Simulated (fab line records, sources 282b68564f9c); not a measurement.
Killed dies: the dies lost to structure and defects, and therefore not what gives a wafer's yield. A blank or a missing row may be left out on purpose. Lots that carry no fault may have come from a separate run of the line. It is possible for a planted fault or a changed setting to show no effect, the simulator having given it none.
fab line records	flow ritCmos
[record] lots = 6	wafers = 18	lastDay = 7
route steps=202 shown GATE@84 REOX@98 NLDD@103 PLDD@114 SPACER@125 M1@202
lots that met no fault: from a run of the same line without faults
startH: hours from the record's first day to the start of the lot's first wafer shown	waitH: hours since the lot's step before	" repeats the value in the row above	L1.1+2: a row that stands for several wafers	- no value, or no start given	* or withheld: withheld	< > ~ a bound
route shown NAME@n: names a module that has steps shown in the file, with the first one's number in the route	usual: average and standard deviation across the fault-free wafers	same: alike in all rows	chamber/n: place in a boat	sites: readings site by site	_std_site: how widely they spread, as a standard deviation	_edge_site: mean of outer sites minus mean of inner sites	radiusMm: how far each site lies from the wafer's centre	mask NAME#n: copy n	behind: tool/chamber where the wafer was last shaped	hold: why the lot went on hold/how many hours it stayed there/how the hold came to an end	device: which transistor (n, p or np) failed to switch	end of line: at the end of the route, the tests of the same wafers	a step with no rows: only its recipe	killed: not the wafer's yield, but the dies lost to structure and defects at the first sort	map: a wafer's dies, marking killed ones x, the rest . and places with no die _
set.NAME: the setting as run; set.NAME@STEP: as run at that earlier step	model.NAME: the simulator's own value behind a step, which no gauge read
lots at selected steps of the route; one table per step, one row per wafer
services: from which hour (startH, from the record's first day; less than 0 if before it) a tool's chamber was out of use, for how many hours, and why
[[steps]]
[step RIT_GATE_CVD_08]
[recipe] material = poly-Si	targetThkNm = 250	tempC = 610	precursor = SiH4	timeS = 2220	pressureMtorr = 300	sih4FlowSccm = 100
[step RIT_GATE_THK_MEAS_09]
[recipe] reads = poly-Si_of_GATE_CVD_08
[usual] GATE_POLY_THK = 248.9/1.9
lot.wafer	tool	chamber	startH	waitH	GATE_POLY_THK[nm]
L299.3	filmMetro-02	-	46.91	0.0	247.6
L299.5	"	-	"	"	248.0
L299.6	"	-	"	"	247.3
L302.3	filmMetro-02	-	59.18	0.0	246.0
L302.4	"	-	"	"	246.7
L302.5	"	-	"	"	246.9
L314.3	filmMetro-02	-	116.62	0.0	248.8
L314.4	"	-	"	"	250.0
L314.6	"	-	"	"	250.1
L315.2	filmMetro-02	-	125.46	0.0	246.0
L315.3	"	-	"	"	245.5
L315.5	"	-	"	"	245.6
L316.2	filmMetro-02	-	129.54	0.0	247.3
L316.3	"	-	"	"	248.5
L316.6	"	-	"	"	247.0
L320.1	filmMetro-04	-	146.57	0.0	248.4
L320.3	"	-	"	"	248.3
L320.5	"	-	"	"	249.1
[step RIT_GATE_HMDS_10]
[recipe] primeTimeS = 60	primeTempC = 140
[step RIT_GATE_COAT_11]
[recipe] resist = NOVOLAK	spinRpm = 4250	resistThkNm = 850
[step RIT_GATE_SOFTBAKE_12]
[recipe] resist = NOVOLAK	tempC = 90	timeS = 60
[step RIT_GATE_EXPOSE_13]
[recipe] maskId = M6	na = 0.6	sourceShape = conventional	sigmaOuter = 0.6	targetCdNm = 150	doseMj = 380
[step RIT_GATE_PEB_14]
[recipe] resist = NOVOLAK	tempC = withheld	timeS = withheld
[step RIT_GATE_DEVELOP_15]
[recipe] resist = NOVOLAK	developTimeS = 50	devTempC = 22.39
[step RIT_GATE_CD_MEAS_16]
[recipe] targetCdNm = 150
[usual] cdNm = 150.6/2.5
lot.wafer	tool	chamber	startH	waitH	cdNm
L299.3	cdSem-01	-	47.84	-	152.9
L299.5	"	-	"	"	153.5
L299.6	"	-	"	"	152.5
L302.3	cdSem-01	-	60.11	-	153.6
L302.4	"	-	"	"	155.4
L302.5	"	-	"	"	152.0
L314.3	cdSem-02	-	117.89	-	148.0
L314.4	"	-	"	"	151.3
L314.6	"	-	"	"	150.1
L315.2	cdSem-02	-	126.38	-	150.6
L315.3	"	-	"	"	150.6
L315.5	"	-	"	"	150.3
L316.2	cdSem-01	-	130.65	-	150.9
L316.3	"	-	"	"	154.1
L316.6	"	-	"	"	151.1
L320.1	cdSem-01	-	147.69	-	152.7
L320.3	"	-	"	"	152.0
L320.5	"	-	"	"	153.0
[step RIT_GATE_OVL_MEAS_17]
[usual] GATE_OVL = -0.4/1.3
lot.wafer	tool	chamber	startH	waitH	GATE_OVL[nm]
L299.3	overlay-01	-	47.93	0.1	0.1
L299.5	"	-	"	"	-2.0
L299.6	"	-	"	"	-1.6
L302.3	overlay-01	-	60.20	0.1	0.9
L302.4	"	-	"	"	-1.5
L302.5	"	-	"	"	-0.2
L314.3	overlay-02	-	117.98	0.1	3.0
L314.4	"	-	"	"	0.5
L314.6	"	-	"	"	1.0
L315.2	overlay-01	-	126.49	0.1	0.7
L315.3	"	-	"	"	1.3
L315.5	"	-	"	"	-1.2
L316.2	overlay-01	-	130.75	0.1	-2.5
L316.3	"	-	"	"	-1.0
L316.6	"	-	"	"	-0.1
L320.1	overlay-01	-	147.81	0.1	-0.6
L320.3	"	-	"	"	-3.2
L320.5	"	-	"	"	-1.4
[step RIT_GATE_HARDBAKE_18]
[recipe] resist = NOVOLAK	tempC = 140	timeS = 60
[step RIT_GATE_ETCH_19]
[recipe] chemistry = SF6/CHF3/O2	timeS = 165	SF6_flow_sccm = 30	CHF3_flow_sccm = 30	O2_flow_sccm = 5	target = poly-Si	pressureMtorr = 40	rfW = 160	targetDepthA = 3125	overEtchFrac = 0.25	stopOn = SiO2
[usual] drypumpMotorCurrentA = 5.6/0.33	oesProductAu = 0.842/0.013	throttleValvePct = 10.31/0.13
lot.wafer	tool	chamber	startH	waitH	drypumpMotorCurrentA	oesProductAu	rfHoursCounterH	throttleValvePct
L299.3	rieSi-02	0	48.10	0.1	5.9	0.851	2	10.26
L299.5	"	2	"	"	5.6	0.832	-	10.35
L299.6	"	3	"	"	6.0	0.837	-	10.25
L302.3	rieSi-01	1	60.38	0.1	5.3	0.831	53	10.45
L302.4	"	0	"	"	5.3	0.862	148	10.48
L302.5	"	0	"	"	5.3	0.868	-	10.48
L314.3	rieSi-01	2	118.16	0.1	5.9	0.843	144	10.07
L314.4	"	3	"	"	5.0	0.845	93	10.18
L314.6	"	1	"	"	5.3	0.853	-	10.45
L315.2	rieSi-02	2	126.78	0.1	5.6	0.826	112	10.35
L315.3	"	0	"	"	5.9	0.833	2	10.27
L315.5	"	2	"	"	5.6	0.824	-	10.35
L316.2	rieSi-01	2	130.93	0.1	5.9	0.842	144	10.08
L316.3	"	3	"	"	5.0	0.831	93	10.17
L316.6	"	2	"	"	5.9	0.830	-	10.07
L320.1	rieSi-01	1	148.00	0.1	5.3	0.848	54	10.45
L320.3	"	0	"	"	5.3	0.833	0	10.48
L320.5	"	0	"	"	5.3	0.832	-	10.47
[step RIT_GATE_STRIP_20]
[recipe] chemistry = O2	timeS = 180	resist = NOVOLAK	platenTempC = withheld	powerW = 500	pressureMtorr = 4000	o2FlowSccm = 4000
[usual] drypumpMotorCurrentA = 5.99/0.28
lot.wafer	tool	chamber	startH	waitH	drypumpMotorCurrentA	rfHoursCounterH
L299.3	plasmaAsher-02	0	48.27	0.1	6.06	-
L299.5	"	1	"	"	6.12	-
L299.6	"	0	"	"	6.07	-
L302.3	plasmaAsher-04	1	60.54	0.1	5.35	-
L302.4	"	0	"	"	6.03	-
L302.5	"	0	"	"	6.02	-
L314.3	plasmaAsher-02	0	118.33	0.1	6.03	-
L314.4	"	1	"	"	6.13	-
L314.6	"	1	"	"	6.11	-
L315.2	plasmaAsher-02	1	126.88	0.1	6.14	50
L315.3	"	1	"	"	6.12	-
L315.5	"	0	"	"	6.06	-
L316.2	plasmaAsher-02	0	131.04	0.1	6.07	50
L316.3	"	1	"	"	6.12	-
L316.6	"	0	"	"	6.07	-
L320.1	plasmaAsher-03	1	148.10	0.1	6.35	34
L320.3	"	0	"	"	5.86	-
L320.5	"	0	"	"	5.86	-
[step RIT_GATE_CD_MEAS_90]
[recipe] targetCdNm = 150
[usual] cdNm = 150.5/2.5
lot.wafer	tool	chamber	startH	waitH	cdNm
L299.3	cdSem-02	-	48.42	0.1	152.2
L299.5	"	-	"	"	153.8
L299.6	"	-	"	"	152.5
L302.3	cdSem-01	-	60.70	0.1	153.4
L302.4	"	-	"	"	155.2
L302.5	"	-	"	"	152.2
L314.3	cdSem-02	-	118.48	0.1	148.1
L314.4	"	-	"	"	151.2
L314.6	"	-	"	"	150.3
L315.2	cdSem-01	-	127.08	0.1	150.5
L315.3	"	-	"	"	150.6
L315.5	"	-	"	"	150.2
L316.2	cdSem-01	-	131.24	0.1	151.2
L316.3	"	-	"	"	153.1
L316.6	"	-	"	"	151.0
L320.1	cdSem-01	-	148.28	0.1	152.9
L320.3	"	-	"	"	151.7
L320.5	"	-	"	"	153.2
[step RIT_REOX_CLEAN_00]
[recipe] chemistry = SC1	mix = 3:3:50	timeS = 600	tempC = 75
[step RIT_REOX_CLEAN_01]
[recipe] chemistry = dHF	dilution = 50:1	timeS = 30
[step RIT_REOX_CLEAN_02]
[recipe] chemistry = SC2	mix = 3:3:50	timeS = 600	tempC = 75	dry = n2Spin
[step RIT_REOX_OXIDATION_03]
[recipe] tempC = 900	ambient = O2	targetThkA = 252	oxTimeS = 5580
[step RIT_REOX_THK_MEAS_04]
[recipe] reads = SiO2_of_REOX_OXIDATION_03
[usual] REOX_OXIDE_THK = 25.4/0.42
lot.wafer	tool	chamber	startH	waitH	REOX_OXIDE_THK[nm]
L299.3	filmMetro-01	-	51.63	0.0	25.3
L299.5	"	-	"	"	25.1
L299.6	"	-	"	"	25.3
L302.3	filmMetro-01	-	64.03	0.0	25.6
L302.4	"	-	"	"	25.6
L302.5	"	-	"	"	25.7
L314.3	filmMetro-04	-	122.44	0.0	26.0
L314.4	"	-	"	"	26.0
L314.6	"	-	"	"	25.6
L315.2	filmMetro-04	-	130.14	0.0	25.7
L315.3	"	-	"	"	25.5
L315.5	"	-	"	"	25.6
L316.2	filmMetro-03	-	134.53	0.0	25.7
L316.3	"	-	"	"	25.8
L316.6	"	-	"	"	25.5
L320.1	filmMetro-03	-	153.07	0.0	25.4
L320.3	"	-	"	"	25.7
L320.5	"	-	"	"	25.3
[step RIT_NLDD_HMDS_00]
[recipe] primeTimeS = 60	primeTempC = 140
[step RIT_NLDD_COAT_01]
[recipe] resist = NOVOLAK	spinRpm = 3250	resistThkNm = 1000
[step RIT_NLDD_SOFTBAKE_02]
[recipe] resist = NOVOLAK	tempC = 90	timeS = 60
[step RIT_NLDD_EXPOSE_03]
[recipe] maskId = M7	na = 0.57	targetCdNm = 40700	doseMj = 250
[step RIT_NLDD_PEB_04]
[recipe] resist = NOVOLAK	tempC = withheld	timeS = withheld
[step RIT_NLDD_DEVELOP_05]
[recipe] resist = NOVOLAK	developTimeS = 50	devTempC = 23
[step RIT_NLDD_OVL_MEAS_06]
[usual] NLDD_OVL = 1.3/1.5
lot.wafer	tool	chamber	startH	waitH	NLDD_OVL[nm]
L299.3	overlay-01	-	52.53	-	1.7
L299.5	"	-	"	"	0.9
L299.6	"	-	"	"	1.4
L302.3	overlay-02	-	65.18	-	-0.1
L302.4	"	-	"	"	-2.2
L302.5	"	-	"	"	-1.0
L314.3	overlay-02	-	123.47	-	2.2
L314.4	"	-	"	"	1.3
L314.6	"	-	"	"	0.8
L315.2	overlay-02	-	131.22	-	0.8
L315.3	"	-	"	"	1.5
L315.5	"	-	"	"	2.3
L316.2	overlay-02	-	135.44	-	-0.6
L316.3	"	-	"	"	1.0
L316.6	"	-	"	"	1.4
L320.1	overlay-02	-	153.98	-	2.9
L320.3	"	-	"	"	1.5
L320.5	"	-	"	"	1.3
[step RIT_NLDD_HARDBAKE_07]
[recipe] resist = NOVOLAK	tempC = 140	timeS = 60
[step RIT_NLDD_IMPLANT_08]
[recipe] species = P	energyKev = 20	doseCm2 = 5e+14	tiltDeg = 7
[step RIT_NLDD_STRIP_09]
[recipe] chemistry = O2	timeS = 180	resist = NOVOLAK	platenTempC = withheld	powerW = 500	pressureMtorr = 4000	o2FlowSccm = 4000
[usual] drypumpMotorCurrentA = 5.7/0.4
lot.wafer	tool	chamber	startH	waitH	drypumpMotorCurrentA	rfHoursCounterH
L299.3	plasmaAsher-04	0	52.93	0.1	6.0	-
L299.5	"	1	"	"	5.3	-
L299.6	"	0	"	"	6.0	-
L302.3	plasmaAsher-04	0	65.56	0.1	6.0	-
L302.4	"	1	"	"	5.3	-
L302.5	"	0	"	"	6.0	-
L314.3	plasmaAsher-03	0	123.85	0.1	5.9	-
L314.4	"	1	"	"	6.3	-
L314.6	"	0	"	"	5.9	-
L315.2	plasmaAsher-01	0	131.55	0.1	5.7	49
L315.3	"	0	"	"	5.7	-
L315.5	"	0	"	"	5.7	-
L316.2	plasmaAsher-01	1	135.77	0.1	5.1	49
L316.3	"	0	"	"	5.7	-
L316.6	"	0	"	"	5.7	-
L320.1	plasmaAsher-03	0	154.31	0.1	5.9	35
L320.3	"	1	"	"	6.3	-
L320.5	"	1	"	"	6.3	-
[step RIT_NLDD_TW_MEAS_10]
[usual] NLDD_TW = 2497/39
lot.wafer	tool	chamber	startH	waitH	NLDD_TW
L299.3	filmMetro-03	-	53.07	0.1	2446
L299.5	"	-	"	"	2440
L299.6	"	-	"	"	2451
L302.3	filmMetro-02	-	65.69	0.1	2520
L302.4	"	-	"	"	2524
L302.5	"	-	"	"	2528
L314.3	filmMetro-02	-	123.98	0.1	2533
L314.4	"	-	"	"	2528
L314.6	"	-	"	"	2530
L315.2	filmMetro-02	-	131.74	0.1	2531
L315.3	"	-	"	"	2537
L315.5	"	-	"	"	2517
L316.2	filmMetro-02	-	135.95	0.1	2528
L316.3	"	-	"	"	2541
L316.6	"	-	"	"	2535
L320.1	filmMetro-02	-	154.49	0.1	2520
L320.3	"	-	"	"	2511
L320.5	"	-	"	"	2522
[step RIT_PLDD_HMDS_00]
[recipe] primeTimeS = 60	primeTempC = 140
[step RIT_PLDD_COAT_01]
[recipe] resist = NOVOLAK	spinRpm = 3250	resistThkNm = 1000
[step RIT_PLDD_SOFTBAKE_02]
[recipe] resist = NOVOLAK	tempC = 90	timeS = 58.98
[step RIT_PLDD_EXPOSE_03]
[recipe] maskId = M8	na = 0.57	targetCdNm = 40900	doseMj = 250
[step RIT_PLDD_PEB_04]
[recipe] resist = NOVOLAK	tempC = withheld	timeS = withheld
[step RIT_PLDD_DEVELOP_05]
[recipe] resist = NOVOLAK	developTimeS = 50	devTempC = 23
[step RIT_PLDD_OVL_MEAS_06]
[usual] PLDD_OVL = 0.4/1.3
lot.wafer	tool	chamber	startH	waitH	PLDD_OVL[nm]
L299.3	overlay-02	-	53.97	-	0.7
L299.5	"	-	"	"	0.7
L299.6	"	-	"	"	-0.9
L302.3	overlay-01	-	66.86	-	2.8
L302.4	"	-	"	"	4.6
L302.5	"	-	"	"	2.1
L314.3	overlay-01	-	125.04	-	1.2
L314.4	"	-	"	"	1.1
L314.6	"	-	"	"	1.2
L315.2	overlay-01	-	132.64	-	-0.1
L315.3	"	-	"	"	1.1
L315.5	"	-	"	"	0.4
L316.2	overlay-01	-	136.86	-	1.2
L316.3	"	-	"	"	1.2
L316.6	"	-	"	"	1.9
L320.1	overlay-01	-	155.52	-	-0.7
L320.3	"	-	"	"	0.8
L320.5	"	-	"	"	1.1
[step RIT_PLDD_HARDBAKE_07]
[recipe] resist = NOVOLAK	tempC = 140	timeS = 60
[step RIT_PLDD_IMPLANT_08]
[recipe] species = BF2	energyKev = 20	doseCm2 = 9e+14	tiltDeg = 7
[step RIT_PLDD_STRIP_09]
[recipe] chemistry = O2	timeS = 180	resist = NOVOLAK	platenTempC = withheld	powerW = 500	pressureMtorr = 4000	o2FlowSccm = 4000
[usual] drypumpMotorCurrentA = 5.7/0.39
lot.wafer	tool	chamber	startH	waitH	drypumpMotorCurrentA	rfHoursCounterH
L299.3	plasmaAsher-04	1	54.35	0.1	5.4	-
L299.5	"	0	"	"	6.0	-
L299.6	"	1	"	"	5.3	-
L302.3	plasmaAsher-02	0	67.25	0.1	6.1	-
L302.4	"	1	"	"	6.1	-
L302.5	"	1	"	"	6.1	-
L314.3	plasmaAsher-02	0	125.42	0.1	6.1	-
L314.4	"	1	"	"	6.1	-
L314.6	"	1	"	"	6.1	-
L315.2	plasmaAsher-04	0	132.97	0.1	6.0	2
L315.3	"	1	"	"	5.3	-
L315.5	"	1	"	"	5.3	-
L316.2	plasmaAsher-04	1	137.19	0.1	5.3	2
L316.3	"	0	"	"	6.0	-
L316.6	"	0	"	"	6.0	-
L320.1	plasmaAsher-01	0	155.86	0.1	5.7	51
L320.3	"	1	"	"	5.1	-
L320.5	"	1	"	"	5.1	-
[step RIT_PLDD_TW_MEAS_10]
[usual] PLDD_TW = 2361/30
lot.wafer	tool	chamber	startH	waitH	PLDD_TW
L299.3	filmMetro-03	-	54.49	0.1	2305
L299.5	"	-	"	"	2311
L299.6	"	-	"	"	2311
L302.3	filmMetro-02	-	67.38	0.1	2367
L302.4	"	-	"	"	2387
L302.5	"	-	"	"	2373
L314.3	filmMetro-04	-	125.56	0.1	2375
L314.4	"	-	"	"	2386
L314.6	"	-	"	"	2374
L315.2	filmMetro-04	-	133.16	0.1	2385
L315.3	"	-	"	"	2364
L315.5	"	-	"	"	2357
L316.2	filmMetro-03	-	137.38	0.1	2307
L316.3	"	-	"	"	2285
L316.6	"	-	"	"	2299
L320.1	filmMetro-02	-	156.03	0.1	2377
L320.3	"	-	"	"	2369
L320.5	"	-	"	"	2381
[step RIT_SPACER_CLEAN_00]
[recipe] chemistry = SC1	mix = 3:3:50	timeS = 614.6	tempC = 75
[step RIT_M1_PROBE_99]
[usual] killedAtContacts = 0.1/0.27	killedAtFrontEnd = 6.7/2.9	killedDies = 6.7/2.9	killedOnRim = 1.8/1.4	killedOpen = 3.4/1.8	killedShort = 3.3/2.2
[same] grossDies = 264	killed_at_M0_to_M3 = 0	killed_at_M4_up = 0	killedAtBackSide = 0	killedAtOther = 0
lot.wafer	tool	chamber	startH	waitH	killedAtContacts	killedAtFrontEnd	killedDies	killedOnRim	killedOpen	killedShort
L302.3	prober-02	-	81.17	0.2	1	5	6	2	4	2
L302.4	prober-02	-	81.22	0.2	0	8	8	3	3	5
L302.5	prober-02	-	81.27	0.2	0	16	16	8	7	9
L315.2	prober-02	-	146.72	0.1	0	27	27	10	5	1
L315.3	prober-02	-	146.77	0.2	0	28	28	9	1	1
L316.2	prober-01	-	150.74	0.1	0	6	6	1	2	4
L316.3	prober-01	-	150.79	0.2	0	28	28	11	2	5
L316.6	prober-01	-	150.94	0.2	1	12	13	3	5	8
// killed by level:class
L302.3 SPACER:geometricParticle:open=2 GATE:geometricParticle:open=1 GATE:geometricParticle:short=1 SILICIDE:geometricParticle:open=1 CONTACT:geometricParticle:short=1
L302.4 SILICIDE:geometricParticle:short=3 GATE:geometricParticle:short=1 GATE:geometricParticle:open=1 SPACER:geometricParticle:open=1 SPACER:geometricParticle:short=1 SILICIDE:geometricParticle:open=1
L302.5 GATE:geometricParticle:open=4 GATE:geometricParticle:short=4 SILICIDE:geometricParticle:open=3 SPACER:geometricParticle:short=2 FOX2:geometricParticle:short=1 REOX:geometricParticle:short=1 SILICIDE:geometricParticle:short=1
L315.2 GATE:unspecified=21 GATE:geometricParticle:open=2 FOX2:geometricParticle:open=1 GATE:geometricParticle:short=1 REOX:geometricParticle:open=1 SILICIDE:geometricParticle:open=1
L315.3 GATE:unspecified=26 SILICIDE:geometricParticle:short=1 SILICIDE:geometricParticle:open=1
L316.2 GATE:geometricParticle:short=2 REOX:geometricParticle:open=2 ACTIVE:geometricParticle:short=1 FOX1:geometricParticle:short=1
L316.3 GATE:unspecified=21 SPACER:geometricParticle:short=2 FOX1:geometricParticle:short=1 GATE:geometricParticle:short=1 GATE:geometricParticle:open=1 REOX:geometricParticle:short=1 REOX:geometricParticle:open=1
L316.6 REOX:geometricParticle:open=4 GATE:geometricParticle:short=2 SPACER:geometricParticle:short=2 SILICIDE:geometricParticle:short=2 FOX1:geometricParticle:short=1 GATE:geometricParticle:open=1 CONTACT:geometricParticle:short=1
// map L315.3 (x killed, . not)
________......._______
_____.............____
____...............___
___.................__
__..................._
__................x.._
_....................x
_.................xxxx
_..............x.xxxxx
_.....x.........xxxxxx
__...............xxxx_
__...............xxxx_
___...............x.__
____...............___
_____.............____
________......._______
// map L316.3 (x killed, . not)
________.x.x..._______
_____.............____
____......x........___
___.................__
__..................x_
__............x......_
_....x................
_..................xxx
_.................xxxx
_...............xxxxxx
__...............xxxx_
__...............xxxx_
___................x__
____...............___
_____.............____
________......._______
[[services]]
tool	chamber	startH	hours	kind
plasmaAsher-03	-	31.99	31.5	repair
plasmaAsher-03	-	63.47	2.8	pm
rieSi-02	2	76.38	2.1	repair
plasmaAsher-04	-	108.75	9.0	pm
plasmaAsher-04	0	108.75	9.0	ventCycle
plasmaAsher-04	1	108.75	9.0	ventCycle
plasmaAsher-04	0	117.75	-	clean
plasmaAsher-04	1	117.75	-	clean
rieSi-01	0	120.25	-	clean
rieSi-01	0	120.25	22.6	scheduledDown
rieSi-01	0	120.25	22.6	ventCycle
plasmaAsher-03	-	139.37	6.4	repair
rieSi-01	2	142.81	-	clean
rieSi-01	2	142.81	18.1	scheduledDown
rieSi-01	2	142.81	18.1	ventCycle
plasmaAsher-01	-	145.12	2.8	pm
rieSi-02	0	148.84	3.5	repair
[[key]]
[firstSign] step = RIT_M1_PROBE_99	reading = killedAtFrontEnd	direction = up	sigmas = 7.3	usual = 6.7	struck = 27.7
[effect] step = RIT_M1_PROBE_99	reading = killedDies	direction = up	sigmas = 7.2	usual = 6.7	struck = 27.7
metAt RIT_GATE_STRIP_20
struckWafers L315.2,L315.3,L316.3
testerLeftOut L315,L316
onsetBetween 118.33 126.88
[fault] kind = chamberParticleSource	tool = plasmaAsher-02	chamber = 1	onsetH = 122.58	steps = RIT_GATE_STRIP_20	ratePerVisitCm2 = 2.05	endH = 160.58
// testerLeftOut: of these lots the tester's yield and bins aren't shown, on N5 and GAA mostly nor the transistor test; their killed dies are dies lost to structure and defects alone, not to doping, threshold or leakage, so they don't give the yield
